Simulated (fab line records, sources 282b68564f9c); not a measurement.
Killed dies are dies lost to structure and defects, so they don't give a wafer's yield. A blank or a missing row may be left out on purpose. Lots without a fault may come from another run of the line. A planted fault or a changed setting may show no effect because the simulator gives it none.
fab line records | flow rit_cmos
record lots=5 wafers=15 last_day=7
route steps=202 shown PRETRO@70 GATE@75 FOX2@80 REOX@98 NLDD@103
lots that met no fault: from a run of the same line without faults
start_h: hours from the record's first day to the start of the lot's first wafer shown | wait_h: hours since the lot's step before | " the same as in the row above | L1.1+2: a row that stands for several wafers | - no value, or no start given | * or withheld: withheld | < > ~ a bound
route shown NAME@n: a module of which the file shows steps, and the number in the route of the first | usual: mean/standard deviation of fault-free wafers | same: alike in all rows | chamber/n: place in a boat | sites: the reading at each site | _std_site: their standard deviation | _edge_site: outer sites' mean less inner sites' | radius_mm: how far each site lies from the wafer's centre | mask NAME#n: copy n | behind: the tool/chamber that last shaped the wafer | hold: why the lot was held/for how many hours/how that ended | device: the transistor (n, p or np) that didn't switch | end of line: the same wafers' tests at the end of the route | a step without rows: its recipe alone | killed: dies lost to structure and defects at the first sort, not the wafer's yield | map: a wafer's dies, x killed, . not, _ none there
set.NAME: the setting as run; set.NAME@STEP: as run at that earlier step | model.NAME: the simulator's own value behind a step, which no gauge read
lots at some steps of the route; a table a step, a row a wafer
services: from which hour (start_h, from the record's first day; less than 0 if before it) a tool's chamber was out of use, for how many hours, and why
## steps
# step RIT_PRETRO_OVL_MEAS_06
# usual PRETRO_OVL=-0.3/1.4
# columns lot.wafer tool chamber start_h wait_h PRETRO_OVL[nm]
L082.2 overlay-01 - 79.47 - -1.1
L082.3 " - " " -0.4
L082.6 " - " " -1.1
L083.1 overlay-01 - 84.29 - 1.5
L083.2 " - " " 1.3
L083.4 " - " " 1.0
L084.2 overlay-01 - 87.20 - -2.2
L084.3 " - " " -3.0
L084.5 " - " " -0.9
L085.1 overlay-02 - 92.52 - 1.6
L085.2 " - " " 0.4
L085.4 " - " " 0.6
L088.2 overlay-02 - 104.46 - -2.3
L088.3 " - " " -1.2
L088.4 " - " " -0.1
# step RIT_PRETRO_HARDBAKE_07
# recipe resist=NOVOLAK temp_c=140 time_s=120
# usual plate_temp_C=140.01/0.13 resist_line_temp_C=22.98/0.11
# columns lot.wafer tool chamber start_h wait_h plate_temp_C resist_line_temp_C
L082.2 litho_track-02 0 79.54 0.1 139.96 22.99
L082.3 " 0 " " 140.13 22.97
L082.6 " 0 " " 139.89 23.05
L083.1 litho_track-04 0 84.32 0.0 140.32 22.99
L083.2 " 0 " " 140.03 22.87
L083.4 " 0 " " 140.08 22.94
L084.2 litho_track-02 0 87.27 0.1 139.95 22.76
L084.3 " 0 " " 139.97 22.82
L084.5 " 0 " " 139.96 22.97
L085.1 litho_track-02 0 92.61 0.1 139.90 22.82
L085.2 " 0 " " 140.05 22.99
L085.4 " 0 " " 139.82 22.86
L088.2 litho_track-02 0 104.53 0.1 140.05 22.89
L088.3 " 0 " " 139.88 23.03
L088.4 " 0 " " 139.80 22.90
# step RIT_PRETRO_IMPLANT_08
# recipe species=B energy_kev=45 dose_cm2=1.2e+13 tilt_deg=7
# usual beam_energy_keV=45.000/0.018
# columns lot.wafer tool chamber start_h wait_h beam_energy_keV
L082.2 implanter-01 0 79.78 0.2 45.010
L082.3 " 0 " " 45.028
L082.6 " 0 " " 45.011
L083.1 implanter-04 0 84.57 0.2 45.003
L083.2 " 0 " " 45.000
L083.4 " 0 " " 45.035
L084.2 implanter-01 0 87.50 0.2 45.002
L084.3 " 0 " " 44.987
L084.5 " 0 " " 45.008
L085.1 implanter-03 0 92.86 0.2 44.975
L085.2 " 0 " " 44.999
L085.4 " 0 " " 44.969
L088.2 implanter-01 0 104.76 0.2 45.006
L088.3 " 0 " " 44.970
L088.4 " 0 " " 44.992
# step RIT_PRETRO_STRIP_09
# recipe chemistry=O2 time_s=180 resist=NOVOLAK platen_temp_c=withheld power_w=500 pressure_mtorr=4000 o2_flow_sccm=4000
# usual drypump_motor_current_A=5.56/0.28
# columns lot.wafer tool chamber start_h wait_h drypump_motor_current_A rf_hours_counter_h
L082.2 plasma_asher-03 1 79.90 0.1 5.66 43
L082.3 " 1 " " 5.65 -
L082.6 " 1 " " 5.66 -
L083.1 plasma_asher-03 0 84.72 0.1 5.53 43
L083.2 " 1 " " 5.64 43
L083.4 " 0 " " 5.53 -
L084.2 plasma_asher-03 0 87.63 0.1 5.53 44
L084.3 " 1 " " 5.65 -
L084.5 " 0 " " 5.55 -
L085.1 plasma_asher-02 1 93.01 0.1 5.67 29
L085.2 " 0 " " 5.13 29
L085.4 " 1 " " 5.67 -
L088.2 plasma_asher-02 1 104.89 0.1 5.71 30
L088.3 " 0 " " 5.12 -
L088.4 " 1 " " 5.73 -
# step RIT_PRETRO_TW_MEAS_10
# usual PRETRO_TW=472/4
# columns lot.wafer tool chamber start_h wait_h PRETRO_TW
L082.2 film_metro-01 - 80.09 0.1 465
L082.3 " - " " 467
L082.6 " - " " 467
L083.1 film_metro-02 - 84.90 0.1 476
L083.2 " - " " 474
L083.4 " - " " 474
L084.2 film_metro-01 - 87.81 0.1 467
L084.3 " - " " 466
L084.5 " - " " 470
L085.1 film_metro-01 - 93.18 0.1 468
L085.2 " - " " 466
L085.4 " - " " 469
L088.2 film_metro-03 - 105.13 0.2 474
L088.3 " - " " 475
L088.4 " - " " 477
# step RIT_GATE_WET_ETCH_00
# recipe chemistry=BOE target=SiO2 target_depth_nm=56 time_s=60 dry=n2_spin dilution=10:1 temp_c=21.5
# columns lot.wafer tool chamber start_h wait_h
L082.2+3+6 wet_bench-01 2 80.14 0.0
L083.1+2+4 wet_bench-02 3 84.96 0.1
L084.2+3+5 wet_bench-01 0 87.86 0.0
L085.1+2+4 wet_bench-03 1 93.24 0.1
L088.2+3+4 wet_bench-03 0 105.18 0.0
# step RIT_GATE_CLEAN_01
# recipe chemistry=SC1 mix=3:3:50 time_s=600 temp_c=75
# columns lot.wafer tool chamber start_h wait_h
L082.2+3+6 wet_bench-02 1 80.16 0.0
L083.1+2+4 wet_bench-01 3 84.98 0.0
L084.2+3+5 wet_bench-03 0 87.89 0.0
L085.1+2+4 wet_bench-02 3 93.27 0.0
L088.2+3+4 wet_bench-02 1 105.20 0.0
# step RIT_GATE_CLEAN_02
# recipe chemistry=dHF dilution=50:1 time_s=30
# columns lot.wafer tool chamber start_h wait_h
L082.2+3+6 wet_bench-01 1 80.34 0.0
L083.1+2+4 wet_bench-03 0 85.16 0.0
L084.2+3+5 wet_bench-02 1 88.06 0.0
L085.1+2+4 wet_bench-02 0 93.44 0.0
L088.2+3+4 wet_bench-01 0 105.38 0.0
# step RIT_GATE_CLEAN_03
# recipe chemistry=SC2 mix=3:3:50 time_s=600 temp_c=75 dry=n2_spin
# columns lot.wafer tool chamber start_h wait_h
L082.2+3+6 wet_bench-01 3 80.35 0.0
L083.1+2+4 wet_bench-02 3 85.17 0.0
L084.2+3+5 wet_bench-01 2 88.08 0.0
L085.1+2+4 wet_bench-02 2 93.46 0.0
L088.2+3+4 wet_bench-03 3 105.40 0.0
# step RIT_GATE_CLEAN_04
# recipe chemistry=dHF dilution=50:1 time_s=60 dry=n2_spin
# columns lot.wafer tool chamber start_h wait_h
L082.2+3+6 wet_bench-02 2 80.53 0.0
L083.1+2+4 wet_bench-01 1 85.35 0.0
L084.2+3+5 wet_bench-03 3 88.25 0.0
L085.1+2+4 wet_bench-02 1 93.63 0.0
L088.2+3+4 wet_bench-02 3 105.57 0.0
# step RIT_FOX2_THK_MEAS_91
# recipe reads=SiO2_of_FOX2_OXIDATION_00
# usual FIELD_OXIDE_LEFT_2_THK=255/6.5
# columns lot.wafer tool chamber start_h wait_h FIELD_OXIDE_LEFT_2_THK[nm]
L082.2 film_metro-01 - 80.56 0.0 256
L082.3 " - " " 251
L082.6 " - " " 254
L083.1 film_metro-01 - 85.37 0.0 253
L083.2 " - " " 246
L083.4 " - " " 252
L084.2 film_metro-03 - 88.29 0.0 252
L084.3 " - " " 253
L084.5 " - " " 249
L085.1 film_metro-01 - 93.66 0.0 259
L085.2 " - " " 260
L085.4 " - " " 264
L088.2 film_metro-01 - 105.61 0.0 259
L088.3 " - " " 260
L088.4 " - " " 268
# step RIT_GATE_OXIDATION_05
# recipe temp_c=900 ambient=O2 target_thk_a=30 ox_time_s=270
# usual spike_tc_load_C=924/3.6 spike_tc_source_C=923.8/1.4 tube_center_temp_C_max=902.4/0.41 zone_power_load_pct=24.9/0.73
# columns lot.wafer tool chamber start_h wait_h spike_tc_load_C spike_tc_source_C tube_center_temp_C_max zone_power_load_pct
L082.2 furnace-01 0 83.07 2.5 923 922.6 902.1 25.6
L082.3 " 0 " " 923 921.4 902.3 25.4
L082.6 " 0 " " 922 923.1 902.3 25.5
L083.1 furnace-03 0 85.58 0.2 929 924.9 902.4 25.1
L083.2 " 0 " " 929 925.1 902.5 25.3
L083.4 " 0 " " 928 925.3 902.4 25.4
L084.2 furnace-04 0 88.37 0.1 922 924.0 901.9 24.3
L084.3 " 0 " " 920 924.8 902.5 23.9
L084.5 " 0 " " 918 925.8 902.2 24.1
L085.1 furnace-04 0 94.99 1.3 920 923.4 902.5 24.4
L085.2 " 0 " " 920 923.7 902.0 23.9
L085.4 " 0 " " 919 926.2 901.9 23.8
L088.2 furnace-03 0 107.05 1.4 929 925.9 902.1 24.9
L088.3 " 0 " " 929 924.3 902.8 25.5
L088.4 " 0 " " 929 926.5 902.2 25.3
# step RIT_GATE_ANNEAL_06
# recipe temp_c=900 time_s=600 ambient=N2O
# usual spike_tc_load_C=923/3.4 spike_tc_source_C=923.8/1.5 tube_center_temp_C_max=902.3/0.39 zone_power_load_pct=24.9/0.76
# columns lot.wafer tool chamber start_h wait_h spike_tc_load_C spike_tc_source_C tube_center_temp_C_max zone_power_load_pct
L082.2 furnace-04 0 84.60 0.5 921 924.2 902.2 24.4
L082.3 " 0 " " 922 923.7 902.6 24.4
L082.6 " 0 " " 920 923.8 901.6 23.9
L083.1 furnace-03 0 87.97 1.3 928 923.8 902.0 24.8
L083.2 " 0 " " 929 923.2 902.3 25.3
L083.4 " 0 " " 930 924.6 902.4 25.5
L084.2 furnace-04 0 89.44 0.0 920 924.2 902.1 23.4
L084.3 " 0 " " 921 924.9 902.3 24.1
L084.5 " 0 " " 920 923.7 902.3 24.2
L085.1 furnace-01 0 99.71 3.6 922 922.4 902.4 25.9
L085.2 " 0 " " 921 924.0 901.9 26.1
L085.4 " 0 " " 921 921.2 902.0 25.8
L088.2 furnace-04 0 109.00 0.9 921 925.6 901.9 24.4
L088.3 " 0 " " 920 923.7 902.5 23.9
L088.4 " 0 " " 921 925.7 901.8 24.3
# step RIT_GATE_THK_MEAS_07
# recipe reads=SiO2_of_GATE_OXIDATION_05
# usual GATE_OXIDE_THK=3.02/0.062
# columns lot.wafer tool chamber start_h wait_h GATE_OXIDE_THK[nm]
L082.2 film_metro-03 - 84.86 0.0 3.02
L082.3 " - " " 3.00
L082.6 " - " " 3.00
L083.1 film_metro-04 - 88.22 0.0 3.02
L083.2 " - " " 2.97
L083.4 " - " " 2.95
L084.2 film_metro-04 - 89.70 0.0 2.96
L084.3 " - " " 2.99
L084.5 " - " " 3.03
L085.1 film_metro-03 - 99.96 0.0 3.00
L085.2 " - " " 3.09
L085.4 " - " " 3.06
L088.2 film_metro-01 - 109.26 0.0 2.98
L088.3 " - " " 2.99
L088.4 " - " " 2.96
# step RIT_GATE_CVD_08
# recipe material=poly-Si target_thk_nm=250 temp_c=610 precursor=SiH4 time_s=2220 pressure_mtorr=300 sih4_flow_sccm=100
# usual spike_tc_load_C=632.2/2 spike_tc_source_C=631.0/2.4 zone_power_load_pct=12.8/1.6
# columns lot.wafer tool chamber start_h wait_h spike_tc_load_C spike_tc_source_C zone_power_load_pct
L082.2 lpcvd-02 1 84.91 0.0 631.1 633.0 14.2
L082.3 " 1 " " 631.5 631.1 14.2
L082.6 " 1 " " 632.8 632.1 14.1
L083.1 lpcvd-01 0 88.53 0.3 634.0 634.6 13.3
L083.2 " 0 " " 633.9 632.6 13.2
L083.4 " 0 " " 634.0 633.4 13.3
L084.2 lpcvd-02 1 89.79 0.1 631.3 632.6 14.3
L084.3 " 1 " " 632.0 632.4 14.2
L084.5 " 1 " " 632.9 632.0 14.1
L085.1 lpcvd-02 0 100.02 0.1 629.4 626.5 10.6
L085.2 " 0 " " 629.9 627.0 10.6
L085.4 " 0 " " 629.5 627.0 10.4
L088.2 lpcvd-02 1 109.31 0.0 632.7 633.6 14.0
L088.3 " 1 " " 633.0 633.1 14.2
L088.4 " 1 " " 633.7 633.1 14.3
# step RIT_GATE_THK_MEAS_09
# recipe reads=poly-Si_of_GATE_CVD_08
# usual GATE_POLY_THK=249.4/2.3
# columns lot.wafer tool chamber start_h wait_h GATE_POLY_THK[nm]
L082.2 film_metro-01 - 86.54 0.0 251.5
L082.3 " - " " 249.1
L082.6 " - " " 249.8
L083.1 film_metro-01 - 90.15 0.0 248.0
L083.2 " - " " 247.6
L083.4 " - " " 247.4
L084.2 film_metro-04 - 91.42 0.0 250.7
L084.3 " - " " 251.8
L084.5 " - " " 249.6
L085.1 film_metro-04 - 101.63 0.0 250.5
L085.2 " - " " 250.1
L085.4 " - " " 246.3
L088.2 film_metro-01 - 110.94 0.0 248.6
L088.3 " - " " 252.6
L088.4 " - " " 253.0
# step RIT_GATE_HMDS_10
# recipe prime_time_s=60 prime_temp_c=140
# usual prime_temp_c=140.03/0.14 resist_line_temp_C=23.01/0.092
# columns lot.wafer tool chamber start_h wait_h prime_temp_c resist_line_temp_C
L082.2 litho_track-02 0 86.61 0.1 140.01 23.19
L082.3 " 0 " " 140.15 23.10
L082.6 " 0 " " 139.90 22.92
L083.1 litho_track-02 0 90.21 0.1 140.01 22.93
L083.2 " 0 " " 140.05 22.93
L083.4 " 0 " " 140.06 22.77
L084.2 litho_track-01 0 91.69 0.3 140.06 22.97
L084.3 " 0 " " 139.97 22.91
L084.5 " 0 " " 140.16 22.91
L085.1 litho_track-01 0 101.69 0.1 139.85 22.98
L085.2 " 0 " " 139.89 23.02
L085.4 " 0 " " 139.98 22.92
L088.2 litho_track-01 0 111.02 0.1 139.90 22.97
L088.3 " 0 " " 140.12 22.84
L088.4 " 0 " " 139.90 23.03
# step RIT_GATE_COAT_11
# recipe resist=NOVOLAK spin_rpm=4250 resist_thk_nm=833.8
# usual resist_line_temp_C=23.03/0.11 spin_speed_rpm=4250/3.4
# columns lot.wafer tool chamber start_h wait_h resist_line_temp_C spin_speed_rpm
L082.2 litho_track-02 0 86.77 0.1 23.01 4248
L082.3 " 0 " " 22.91 4248
L082.6 " 0 " " 22.93 4249
L083.1 litho_track-02 0 90.36 0.1 23.08 4253
L083.2 " 0 " " 23.10 4248
L083.4 " 0 " " 23.19 4251
L084.2 litho_track-01 0 91.84 0.1 23.03 4246
L084.3 " 0 " " 23.06 4251
L084.5 " 0 " " 22.89 4248
L085.1 litho_track-01 0 101.84 0.1 23.17 4252
L085.2 " 0 " " 23.10 4248
L085.4 " 0 " " 22.94 4250
L088.2 litho_track-01 0 111.17 0.1 22.97 4252
L088.3 " 0 " " 23.09 4252
L088.4 " 0 " " 23.16 4252
# step RIT_GATE_SOFTBAKE_12
# recipe resist=NOVOLAK temp_c=90 time_s=60
# usual plate_temp_C=90.00/0.13 resist_line_temp_C=22.97/0.1
# columns lot.wafer tool chamber start_h wait_h plate_temp_C resist_line_temp_C
L082.2 litho_track-02 0 86.92 0.1 89.98 23.10
L082.3 " 0 " " 90.04 23.12
L082.6 " 0 " " 90.22 23.00
L083.1 litho_track-02 0 90.51 0.1 89.85 23.03
L083.2 " 0 " " 90.00 23.07
L083.4 " 0 " " 89.93 22.93
L084.2 litho_track-01 0 91.99 0.1 89.80 23.05
L084.3 " 0 " " 89.87 23.00
L084.5 " 0 " " 89.98 22.92
L085.1 litho_track-01 0 101.99 0.1 89.77 23.19
L085.2 " 0 " " 89.89 23.10
L085.4 " 0 " " 89.84 23.07
L088.2 litho_track-01 0 111.32 0.1 89.92 22.85
L088.3 " 0 " " 89.90 22.97
L088.4 " 0 " " 90.19 22.78
# step RIT_GATE_EXPOSE_13
# recipe mask_id=M6 na=0.6 source_shape=conventional sigma_outer=0.6 target_cd_nm=150 dose_mj=380
# usual stage_vel_mm_s=499.99/0.24
# columns lot.wafer tool chamber start_h wait_h mask stage_vel_mm_s
L082.2 iline_stepper-02 0 87.18 0.2 M6#0 499.77
L082.3 " 0 " " M6#0 500.11
L082.6 " 0 " " M6#0 500.35
L083.1 iline_stepper-01 0 90.78 0.2 M6#0 499.56
L083.2 " 0 " " M6#0 500.13
L083.4 " 0 " " M6#0 499.82
L084.2 iline_stepper-01 0 92.13 0.1 M6#0 500.22
L084.3 " 0 " " M6#0 500.49
L084.5 " 0 " " M6#0 500.20
L085.1 iline_stepper-02 0 102.34 0.3 M6#0 500.43
L085.2 " 0 " " M6#0 500.15
L085.4 " 0 " " M6#0 499.92
L088.2 iline_stepper-02 0 111.59 0.2 M6#0 500.02
L088.3 " 0 " " M6#0 499.90
L088.4 " 0 " " M6#0 499.99
# step RIT_GATE_PEB_14
# recipe resist=NOVOLAK temp_c=withheld time_s=withheld
# usual resist_line_temp_C=*
# columns lot.wafer tool chamber start_h wait_h resist_line_temp_C
L082.2 litho_track-01 0 87.31 0.1 *
L082.3 " 0 " " *
L082.6 " 0 " " *
L083.1 litho_track-01 0 90.98 0.2 *
L083.2 " 0 " " *
L083.4 " 0 " " *
L084.2 litho_track-03 0 92.53 0.4 *
L084.3 " 0 " " *
L084.5 " 0 " " *
L085.1 litho_track-01 0 102.46 0.1 *
L085.2 " 0 " " *
L085.4 " 0 " " *
L088.2 litho_track-03 0 111.71 0.1 *
L088.3 " 0 " " *
L088.4 " 0 " " *
# step RIT_GATE_DEVELOP_15
# recipe resist=NOVOLAK develop_time_s=50 dev_temp_c=23
# usual resist_line_temp_C=23.02/0.1
# columns lot.wafer tool chamber start_h wait_h resist_line_temp_C
L082.2 litho_track-01 0 - - 22.76
L082.3 " 0 " " 23.01
L082.6 " 0 " " 23.08
L083.1 litho_track-01 0 - - 23.01
L083.2 " 0 " " 22.78
L083.4 " 0 " " 22.97
L084.2 litho_track-03 0 - - 23.05
L084.3 " 0 " " 23.06
L084.5 " 0 " " 23.04
L085.1 litho_track-01 0 - - 23.00
L085.2 " 0 " " 23.01
L085.4 " 0 " " 22.94
L088.2 litho_track-03 0 - - 23.07
L088.3 " 0 " " 23.07
L088.4 " 0 " " 23.01
# step RIT_GATE_CD_MEAS_16
# recipe target_cd_nm=150
# usual cd_nm=149.8/2.1
# columns lot.wafer tool chamber start_h wait_h cd_nm
L082.2 cd_sem-02 - 87.58 - 151.1
L082.3 " - " " 152.6
L082.6 " - " " 151.2
L083.1 cd_sem-01 - 91.27 - 153.6
L083.2 " - " " 154.4
L083.4 " - " " 153.4
L084.2 cd_sem-01 - 92.81 - 149.3
L084.3 " - " " 147.1
L084.5 " - " " 149.2
L085.1 cd_sem-02 - 102.74 - 152.5
L085.2 " - " " 152.9
L085.4 " - " " 154.8
L088.2 cd_sem-01 - 111.99 - 152.1
L088.3 " - " " 150.6
L088.4 " - " " 148.0
# step RIT_GATE_OVL_MEAS_17
# usual GATE_OVL=0.0/1.6
# columns lot.wafer tool chamber start_h wait_h GATE_OVL[nm]
L082.2 overlay-02 - 87.69 0.1 1.0
L082.3 " - " " 1.5
L082.6 " - " " 0.1
L083.1 overlay-02 - 91.39 0.1 0.7
L083.2 " - " " 2.7
L083.4 " - " " 1.7
L084.2 overlay-02 - 92.92 0.1 -0.6
L084.3 " - " " -1.7
L084.5 " - " " 1.5
L085.1 overlay-01 - 102.86 0.1 2.4
L085.2 " - " " 1.1
L085.4 " - " " 4.1
L088.2 overlay-02 - 112.09 0.1 0.5
L088.3 " - " " 0.0
L088.4 " - " " -1.0
# step RIT_GATE_HARDBAKE_18
# recipe resist=NOVOLAK temp_c=140 time_s=60
# usual plate_temp_C=140.02/0.12 resist_line_temp_C=23.00/0.11
# columns lot.wafer tool chamber start_h wait_h plate_temp_C resist_line_temp_C
L082.2 litho_track-02 0 87.75 0.0 139.82 23.12
L082.3 " 0 " " 140.05 23.06
L082.6 " 0 " " 140.08 23.14
L083.1 litho_track-01 0 91.52 0.1 139.78 22.98
L083.2 " 0 " " 140.05 23.08
L083.4 " 0 " " 140.23 22.94
L084.2 litho_track-01 0 93.02 0.1 140.04 23.03
L084.3 " 0 " " 139.98 23.02
L084.5 " 0 " " 140.02 23.06
L085.1 litho_track-02 0 102.91 0.0 140.02 22.99
L085.2 " 0 " " 139.99 23.08
L085.4 " 0 " " 140.04 22.93
L088.2 litho_track-01 0 112.15 0.0 139.92 22.92
L088.3 " 0 " " 139.76 22.74
L088.4 " 0 " " 140.04 22.87
# step RIT_GATE_ETCH_19
# recipe chemistry=SF6/CHF3/O2 time_s=165 SF6_flow_sccm=30 CHF3_flow_sccm=30 O2_flow_sccm=5 target=poly-Si pressure_mtorr=40 rf_w=160 target_depth_a=3125 over_etch_frac=0.2744 stop_on=SiO2
# usual CHF3_flow_sccm=30.00/0.089 drypump_motor_current_A=5.9/0.42 oes_product_au=0.840/0.011 throttle_valve_pct=10.28/0.14
# same over_etch_frac=0.2744
# columns lot.wafer tool chamber start_h wait_h CHF3_flow_sccm drypump_motor_current_A oes_product_au rf_hours_counter_h throttle_valve_pct
L082.2 rie_si-01 2 87.87 0.1 29.90 6.5 0.836 3 10.16
L082.3 " 1 " " 29.91 5.6 0.843 67 10.12
L082.6 " 1 " " 30.02 5.6 0.854 - 10.12
L083.1 rie_si-02 0 91.67 0.1 29.93 5.8 0.849 58 10.15
L083.2 " 1 " " 29.88 5.8 0.828 146 10.39
L083.4 " 0 " " 29.92 5.8 0.848 - 10.18
L084.2 rie_si-01 2 93.14 0.1 30.03 6.5 0.837 3 10.16
L084.3 " 3 " " 30.14 5.1 0.851 150 10.44
L084.5 " 1 " " 30.08 5.6 0.855 - 10.12
L085.1 rie_si-02 2 103.06 0.1 29.87 6.4 0.829 2 10.22
L085.2 " 1 " " 30.02 5.8 0.835 147 10.38
L085.4 " 1 " " 29.94 5.8 0.823 - 10.39
L088.2 rie_si-01 1 112.27 0.1 30.19 5.6 0.852 68 10.14
L088.3 " 0 " " 30.08 5.6 0.828 1 10.55
L088.4 " 2 " " 29.92 6.5 0.850 - 10.17
# step RIT_GATE_STRIP_20
# recipe chemistry=O2 time_s=180 resist=NOVOLAK platen_temp_c=withheld power_w=500 pressure_mtorr=4000 o2_flow_sccm=4000
# usual drypump_motor_current_A=5.62/0.24
# columns lot.wafer tool chamber start_h wait_h drypump_motor_current_A rf_hours_counter_h
L082.2 plasma_asher-02 1 87.98 0.1 5.72 29
L082.3 " 1 " " 5.67 -
L082.6 " 0 " " 5.13 -
L083.1 plasma_asher-02 1 91.77 0.1 5.66 29
L083.2 " 0 " " 5.11 29
L083.4 " 0 " " 5.12 -
L084.2 plasma_asher-03 0 93.25 0.1 5.54 44
L084.3 " 0 " " 5.55 -
L084.5 " 1 " " 5.67 -
L085.1 plasma_asher-03 0 103.17 0.1 5.52 45
L085.2 " 1 " " 5.65 45
L085.4 " 0 " " 5.52 -
L088.2 plasma_asher-02 1 112.38 0.1 5.66 31
L088.3 " 0 " " 5.13 -
L088.4 " 1 " " 5.69 -
# step RIT_GATE_CD_MEAS_90
# recipe target_cd_nm=150
# usual cd_nm=149.7/2.2
# columns lot.wafer tool chamber start_h wait_h cd_nm
L082.2 cd_sem-02 - 88.17 0.1 150.7
L082.3 " - " " 152.5
L082.6 " - " " 150.9
L083.1 cd_sem-01 - 91.95 0.1 153.5
L083.2 " - " " 154.6
L083.4 " - " " 153.6
L084.2 cd_sem-02 - 93.45 0.1 149.1
L084.3 " - " " 146.9
L084.5 " - " " 148.8
L085.1 cd_sem-01 - 103.34 0.1 152.9
L085.2 " - " " 153.1
L085.4 " - " " 154.6
L088.2 cd_sem-01 - 112.58 0.1 151.9
L088.3 " - " " 150.9
L088.4 " - " " 148.0
# step RIT_REOX_CLEAN_00
# recipe chemistry=SC1 mix=3:3:50 time_s=600 temp_c=75
# columns lot.wafer tool chamber start_h wait_h
L082.2+3+6 wet_bench-02 0 88.27 0.1
L083.1+2+4 wet_bench-01 3 92.07 0.1
L084.2+3+5 wet_bench-04 1 93.55 0.1
L085.1+2+4 wet_bench-01 0 103.46 0.1
L088.2+3+4 wet_bench-01 0 112.68 0.1
# step RIT_REOX_CLEAN_01
# recipe chemistry=dHF dilution=50:1 time_s=30
# columns lot.wafer tool chamber start_h wait_h
L082.2+3+6 wet_bench-01 2 88.45 0.0
L083.1+2+4 wet_bench-04 1 92.24 0.0
L084.2+3+5 wet_bench-02 2 93.72 0.0
L085.1+2+4 wet_bench-04 0 103.64 0.0
L088.2+3+4 wet_bench-02 2 112.87 0.0
# step RIT_REOX_CLEAN_02
# recipe chemistry=SC2 mix=3:3:50 time_s=600 temp_c=75 dry=n2_spin
# columns lot.wafer tool chamber start_h wait_h
L082.2+3+6 wet_bench-02 2 88.47 0.0
L083.1+2+4 wet_bench-01 1 92.26 0.0
L084.2+3+5 wet_bench-04 1 93.74 0.0
L085.1+2+4 wet_bench-01 0 103.65 0.0
L088.2+3+4 wet_bench-04 1 112.88 0.0
# step RIT_REOX_OXIDATION_03
# recipe temp_c=900 ambient=O2 target_thk_a=252 ox_time_s=5580
# usual spike_tc_load_C=923/3.3 spike_tc_source_C=923.7/1.3 tube_center_temp_C_max=902.4/0.36 zone_power_load_pct=25.0/0.82
# columns lot.wafer tool chamber start_h wait_h spike_tc_load_C spike_tc_source_C tube_center_temp_C_max zone_power_load_pct
L082.2 furnace-01 0 89.23 0.6 922 923.5 902.1 25.6
L082.3 " 0 " " 921 922.8 902.8 25.6
L082.6 " 0 " " 922 922.2 901.9 25.7
L083.1 furnace-04 0 92.44 0.0 922 924.7 902.1 24.2
L083.2 " 0 " " 919 925.9 902.4 23.6
L083.4 " 0 " " 923 923.8 902.5 24.0
L084.2 furnace-03 0 95.71 1.8 929 926.1 902.0 25.5
L084.3 " 0 " " 930 925.4 902.6 25.1
L084.5 " 0 " " 930 924.2 902.4 25.5
L085.1 furnace-04 0 103.83 0.0 920 922.8 902.2 24.0
L085.2 " 0 " " 919 923.6 902.2 23.8
L085.4 " 0 " " 918 924.5 902.2 24.1
L088.2 furnace-01 0 113.07 0.0 924 922.6 902.3 25.7
L088.3 " 0 " " 920 922.1 902.2 25.3
L088.4 " 0 " " 923 923.4 902.3 25.6
# step RIT_REOX_THK_MEAS_04
# recipe reads=SiO2_of_REOX_OXIDATION_03
# usual REOX_OXIDE_THK=25.3/0.43
# columns lot.wafer tool chamber start_h wait_h REOX_OXIDE_THK[nm]
L082.2 film_metro-01 - 91.79 0.0 25.2
L082.3 " - " " 24.8
L082.6 " - " " 24.4
L083.1 film_metro-01 - 94.99 0.0 25.8
L083.2 " - " " 25.8
L083.4 " - " " 25.4
L084.2 film_metro-01 - 98.27 0.0 24.8
L084.3 " - " " 24.3
L084.5 " - " " 24.0
L085.1 film_metro-01 - 106.38 0.0 25.3
L085.2 " - " " 25.0
L085.4 " - " " 25.5
L088.2 film_metro-01 - 115.63 0.0 25.6
L088.3 " - " " 25.7
L088.4 " - " " 25.9
# step RIT_NLDD_HMDS_00
# recipe prime_time_s=60 prime_temp_c=140
# usual prime_temp_c=139.96/0.13 resist_line_temp_C=23.01/0.11
# columns lot.wafer tool chamber start_h wait_h prime_temp_c resist_line_temp_C
L082.2 litho_track-02 0 92.18 0.4 139.86 23.03
L082.3 " 0 " " 139.99 23.04
L082.6 " 0 " " 139.98 22.99
L083.1 litho_track-04 0 95.05 0.1 139.92 23.02
L083.2 " 0 " " 139.83 23.14
L083.4 " 0 " " 139.88 22.99
L084.2 litho_track-04 0 98.34 0.1 139.80 22.94
L084.3 " 0 " " 139.90 22.93
L084.5 " 0 " " 140.02 22.98
L085.1 litho_track-03 0 106.44 0.1 140.10 22.83
L085.2 " 0 " " 139.83 23.07
L085.4 " 0 " " 140.00 23.05
L088.2 litho_track-02 0 115.71 0.1 140.06 23.09
L088.3 " 0 " " 140.08 23.09
L088.4 " 0 " " 140.07 22.95
## services
# columns tool chamber start_h hours kind
furnace-04 - 62.55 2.7 pm
implanter-03 - 75.07 5.0 pm
rie_si-02 3 76.72 - clean
rie_si-02 3 76.72 33.0 scheduled_down
rie_si-02 3 76.72 33.0 vent_cycle
rie_si-02 - 80.75 0.7 repair
rie_si-01 0 80.95 7.0 repair
furnace-01 - 81.33 1.7 pm
wet_bench-01 - 82.58 2.3 repair
implanter-01 - 94.74 4.1 pm
plasma_asher-02 - 97.46 1.3 repair
iline_stepper-01 - 107.67 2.1 pm
plasma_asher-03 - 108.75 9.0 pm
plasma_asher-03 0 108.75 9.0 vent_cycle
plasma_asher-03 1 108.75 9.0 vent_cycle
wet_bench-02 - 108.92 1.3 repair
iline_stepper-01 - 109.76 - consumable_replace:lamp
rie_si-01 3 110.41 - clean
rie_si-01 3 110.41 23.3 scheduled_down
rie_si-01 3 110.41 23.3 vent_cycle
## key
fault none
